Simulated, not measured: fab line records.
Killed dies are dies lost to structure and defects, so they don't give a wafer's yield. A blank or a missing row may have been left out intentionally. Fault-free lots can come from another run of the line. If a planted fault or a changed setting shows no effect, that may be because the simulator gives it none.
Which of the tools did it? | flow berkeleyCmos170 | Sampling: 14 lots, 42 wafers, 7 of 331 route steps

WHAT EACH GAUGE READ, for each wafer
UCB170_PSD_OVL_MEAS_07.
lot  | measured     | on         | PSD_OVL (nm)
L199 | day 8 18:58  | overlay-01 | -2 3 7
L200 | day 8 18:40  | overlay-02 | 7 -2 6
L202 | day 9 06:23  | overlay-01 | -2 -2 -2
L203 | day 9 06:14  | overlay-01 | 12 5 11
L204 | day 9 06:38  | overlay-01 | 2 0 -3
L205 | day 10 02:41 | overlay-02 | 2 -4 -3
L207 | day 10 03:17 | overlay-01 | 8 10 13
L206 | day 10 03:02 | overlay-02 | -7 -7 -3
L209 | day 10 06:52 | overlay-01 | 5 3 9
L211 | day 11 05:44 | overlay-01 | 4 -3 7
L213 | day 11 13:26 | overlay-01 | -1 4 5
L214 | day 11 22:27 | overlay-02 | -5 -5 -2
L219 | day 12 23:55 | overlay-01 | 0 7 14
L220 | day 12 23:58 | overlay-02 | 2 4 -3

UCB170_NSD_TW_MEAS_10.
lot  | measured     | on           | NSD_TW
L199 | day 8 21:36  | filmMetro-02 | 4136 4125 4119
L200 | day 8 21:02  | filmMetro-03 | 4138 4126 4148
L202 | day 9 08:28  | filmMetro-03 | 4182 4179 4194
L203 | day 9 08:17  | filmMetro-04 | 4301 4264 4296
L204 | day 9 08:43  | filmMetro-02 | 4108 4119 4112
L205 | day 10 05:24 | filmMetro-03 | 4178 4166 4154
L207 | day 10 06:26 | filmMetro-04 | 4252 4287 4275
L206 | day 10 06:12 | filmMetro-03 | 4135 4168 4178
L209 | day 10 09:13 | filmMetro-04 | 4229 4247 4255
L211 | day 11 08:49 | filmMetro-03 | 4526 4541 4510 4539 4500 4551
L213 | day 11 15:19 | filmMetro-03 | 4533 4531 4545 4532 4537 4529
L214 | day 12 00:56 | filmMetro-03 | 4160 4159 4164
L219 | day 13 03:24 | filmMetro-02 | 4184 4183 4179
L220 | day 13 03:45 | filmMetro-04 | 4249 4254 4253

UCB170_SDANNEAL_RS_MEAS_03: measurement is done with a four-point probe.
lot  | measured     | on           | NSD_RS (ohm/sq)
L199 | day 8 23:06  | filmMetro-02 | 36.83 36.90 36.89
L200 | day 8 22:25  | filmMetro-02 | 36.90 36.97 36.95
L202 | day 9 09:43  | filmMetro-03 | 36.95 36.96 36.97
L203 | day 9 09:31  | filmMetro-02 | 37.03 36.99 37.10
L204 | day 9 09:59  | filmMetro-04 | 37.01 37.03 36.80
L205 | day 10 06:41 | filmMetro-03 | 37.01 36.89 36.93
L207 | day 10 07:55 | filmMetro-02 | 36.85 36.93 36.92
L206 | day 10 07:56 | filmMetro-04 | 37.04 37.00 36.97
L209 | day 10 10:29 | filmMetro-04 | 36.89 36.99 36.88
L211 | day 11 18:25 | filmMetro-04 | 33.84 33.92 33.81 33.86 33.87 33.91
L213 | day 11 18:41 | filmMetro-03 | 33.89 33.85 33.83 33.89 33.87 33.84
L214 | day 12 03:05 | filmMetro-02 | 36.92 36.92 37.00
L219 | day 13 04:39 | filmMetro-03 | 37.07 37.07 37.03
L220 | day 13 05:17 | filmMetro-03 | 36.89 36.87 36.85

WHICH TOOL RAN EACH LOT (tool, then ch and the chambers of the sampled wafers, then the start)
lot  | UCB170_GATE_STRIP_16                | UCB170_NSD_IMPLANT_08           | UCB170_NSD_STRIP_09                 | UCB170_SDANNEAL_RTA_00
L199 | plasmaAsher-03 ch 0,1, day 8 07:23  | implanter-04 ch 0, day 8 21:21  | plasmaAsher-01 ch 0,1, day 8 21:30  | rtpAnneal-02 ch 0, day 8 22:51
L200 | plasmaAsher-01 ch 0,1, day 8 07:29  | implanter-04 ch 0, day 8 20:47  | plasmaAsher-03 ch 0,1, day 8 20:56  | rtpAnneal-02 ch 0, day 8 22:10
L202 | plasmaAsher-04 ch 0,1, day 8 13:55  | implanter-02 ch 0, day 9 08:15  | plasmaAsher-01 ch 0,1, day 9 08:23  | rtpAnneal-01 ch 0, day 9 09:27
L203 | plasmaAsher-03 ch 0,1, day 8 22:26  | implanter-04 ch 0, day 9 08:02  | plasmaAsher-04 ch 0,1, day 9 08:11  | rtpAnneal-02 ch 0, day 9 09:17
L204 | plasmaAsher-04 ch 0,1, day 8 22:35  | implanter-03 ch 0, day 9 08:29  | plasmaAsher-03 ch 0,1, day 9 08:37  | rtpAnneal-02 ch 0, day 9 09:42
L205 | plasmaAsher-04 ch 0, day 9 15:13    | implanter-02 ch 0, day 10 05:10 | plasmaAsher-04 ch 0,1, day 10 05:17 | rtpAnneal-01 ch 0, day 10 06:26
L207 | plasmaAsher-01 ch 0,1, day 9 15:49  | implanter-02 ch 0, day 10 06:11 | plasmaAsher-01 ch 0,1, day 10 06:20 | rtpAnneal-01 ch 0, day 10 07:40
L206 | plasmaAsher-04 ch 0,1, day 9 15:56  | implanter-03 ch 0, day 10 05:58 | plasmaAsher-03 ch 0,1, day 10 06:05 | rtpAnneal-02 ch 0, day 10 07:41
L209 | plasmaAsher-01 ch 0,1, day 9 18:50  | implanter-02 ch 0, day 10 08:58 | plasmaAsher-03 ch 0,1, day 10 09:07 | rtpAnneal-01 ch 0, day 10 10:15
L211 | plasmaAsher-03 ch 0,1, day 10 16:56 | implanter-02 ch 0, day 11 08:34 | plasmaAsher-03 ch 0,1, day 11 08:42 | rtpAnneal-01 ch 0, day 11 17:43
L213 | plasmaAsher-04 ch 0,1, day 11 00:03 | implanter-02 ch 0, day 11 15:04 | plasmaAsher-04 ch 0,1, day 11 15:12 | rtpAnneal-01 ch 0, day 11 17:55
L214 | plasmaAsher-04 ch 0,1, day 11 07:46 | implanter-03 ch 0, day 12 00:43 | plasmaAsher-03 ch 0,1, day 12 00:50 | rtpAnneal-01 ch 0, day 12 02:43
L219 | plasmaAsher-04 ch 0,1, day 12 07:38 | implanter-03 ch 0, day 13 03:11 | plasmaAsher-04 ch 0,1, day 13 03:19 | rtpAnneal-01 ch 0, day 13 04:23
L220 | plasmaAsher-01 ch 0, day 12 07:56   | implanter-03 ch 0, day 13 03:31 | plasmaAsher-04 ch 0,1, day 13 03:38 | rtpAnneal-01 ch 0, day 13 05:02
- UCB170_GATE_STRIP_16: strips in O2.
- UCB170_NSD_IMPLANT_08
- UCB170_NSD_STRIP_09: strips in O2.
- UCB170_SDANNEAL_RTA_00: time 10 s.

AS READ BY THE TOOLS THEMSELVES (means over the sampled wafers that have a number; for cases with no such wafer, the mark the record gives instead)
UCB170_GATE_STRIP_16.
lot  | tool           | drypumpMotorCurrentA (A) | oesProductAu (a.u.)
L199 | plasmaAsher-03 | 5.5                      | 0.720
L200 | plasmaAsher-01 | 5.5                      | 0.725
L202 | plasmaAsher-04 | 5.2                      | 0.725
L203 | plasmaAsher-03 | 5.5                      | 0.724
L204 | plasmaAsher-04 | 5.1                      | 0.720
L205 | plasmaAsher-04 | 4.9                      | 0.721
L207 | plasmaAsher-01 | 5.4                      | 0.731
L206 | plasmaAsher-04 | 5.1                      | 0.723
L209 | plasmaAsher-01 | 5.6                      | 0.722
L211 | plasmaAsher-03 | 5.6                      | 0.726
L213 | plasmaAsher-04 | 5.1                      | 0.722
L214 | plasmaAsher-04 | 5.1                      | 0.726
L219 | plasmaAsher-04 | 5.2                      | 0.729
L220 | plasmaAsher-01 | 5.7                      | 0.724

UCB170_NSD_IMPLANT_08.
lot  | tool         | beamEnergyKeV
L199 | implanter-04 | 40.001
L200 | implanter-04 | 39.992
L202 | implanter-02 | 39.997
L203 | implanter-04 | 39.991
L204 | implanter-03 | 40.004
L205 | implanter-02 | 39.990
L207 | implanter-02 | 40.010
L206 | implanter-03 | 40.004
L209 | implanter-02 | 40.002
L211 | implanter-02 | 53.999
L213 | implanter-02 | 53.987
L214 | implanter-03 | 39.984
L219 | implanter-03 | 40.005
L220 | implanter-03 | 40.013

UCB170_NSD_STRIP_09.
lot  | tool           | drypumpMotorCurrentA (A) | oesProductAu (a.u.) | stripTimeToEndpointS (s)
L199 | plasmaAsher-01 | 5.6                      | 0.529               | 36.05
L200 | plasmaAsher-03 | 5.6                      | 0.530               | 35.91
L202 | plasmaAsher-01 | 5.4                      | 0.533               | 36.17
L203 | plasmaAsher-04 | 5.0                      | 0.533               | 36.04
L204 | plasmaAsher-03 | 5.1                      | 0.532               | 35.98
L205 | plasmaAsher-04 | 5.1                      | 0.533               | 36.06
L207 | plasmaAsher-01 | 5.4                      | 0.535               | 36.00
L206 | plasmaAsher-03 | 5.1                      | 0.533               | 36.09
L209 | plasmaAsher-03 | 5.5                      | 0.531               | 35.97
L211 | plasmaAsher-03 | 5.1                      | 0.495               | 41.09
L213 | plasmaAsher-04 | 5.2                      | 0.491               | 41.14
L214 | plasmaAsher-03 | 5.5                      | 0.528               | 36.00
L219 | plasmaAsher-04 | 5.2                      | 0.531               | 36.01
L220 | plasmaAsher-04 | 5.1                      | 0.531               | 36.06

UCB170_SDANNEAL_RTA_00.
lot  | tool         | lampPowerPct (%) | wafer_temp_C_max
L199 | rtpAnneal-02 | 28.6             | 903.6
L200 | rtpAnneal-02 | 28.6             | 903.7
L202 | rtpAnneal-01 | 25.3             | 903.6
L203 | rtpAnneal-02 | 28.6             | 903.4
L204 | rtpAnneal-02 | 28.6             | 904.5
L205 | rtpAnneal-01 | 25.3             | 904.5
L207 | rtpAnneal-01 | 25.3             | 903.5
L206 | rtpAnneal-02 | 28.6             | 904.8
L209 | rtpAnneal-01 | 25.3             | 902.9
L211 | rtpAnneal-01 | 25.3             | 904.9
L213 | rtpAnneal-01 | 25.3             | 904.2
L214 | rtpAnneal-01 | 25.3             | 904.1
L219 | rtpAnneal-01 | 25.3             | 905.0
L220 | rtpAnneal-01 | 25.3             | 904.2

THE ANSWER, worked out from the rows above alone
Rule: the lots themselves supply what counts as usual. The widest of any qualifying gaps counts: lots, ordered by their means at a reading, are off when they make up no more than a third of the lots, leave a main group of 4 or more, and stand apart from it by 3 or more times the standard deviation of that group's means. The tables above print the reading to a certain number of digits; a main group whose means all agree to those digits is not used. Also off: a lot with no number at a reading for which 4 or more lots have one. The other lots that the step has rows for count as sound. After the gauges, taken in route order, come the tools' own readings; for these a lot's mean is taken, as printed above. At the first step where some lot is off, the reading lying furthest off is the one used; lots without a number count as furthest.
Off: L211, L213, seen at UCB170_NSD_TW_MEAS_10 (NSD_TW). The main group: mean 4190, standard deviation 56.
If a tool, at a process step before that reading, ran all the lots that are off and no sound lot after the first of them, it fits. Not tried: the gauges at UCB170_NSD_TW_MEAS_10; whatever is off there is also off at UCB170_NSD_IMPLANT_08, on other tools, and gauge error can't account for it. One fits: implanter-02 at UCB170_NSD_IMPLANT_08. A fault onset in the window from L209 (day 10 08:58, its last sound lot) to L211 (day 11 08:34, its first lot off) fits.
On the lots that are off, the tool's own readings at UCB170_NSD_IMPLANT_08 differ by more than 5 times the standard deviation of the sound lots' means, which bears it out; beamEnergyKeV reads 53.993 there versus 39.999 on the sound lots.

WHAT HAD BEEN PUT IN BY THE SIMULATOR
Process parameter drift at UCB170_NSD_IMPLANT_08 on implanter-02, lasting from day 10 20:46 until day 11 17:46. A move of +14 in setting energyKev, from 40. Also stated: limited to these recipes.
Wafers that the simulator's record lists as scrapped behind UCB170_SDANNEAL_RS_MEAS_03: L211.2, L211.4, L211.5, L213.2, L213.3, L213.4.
Lots struck among those shown: L211, L213. The rule given above showed the same thing.
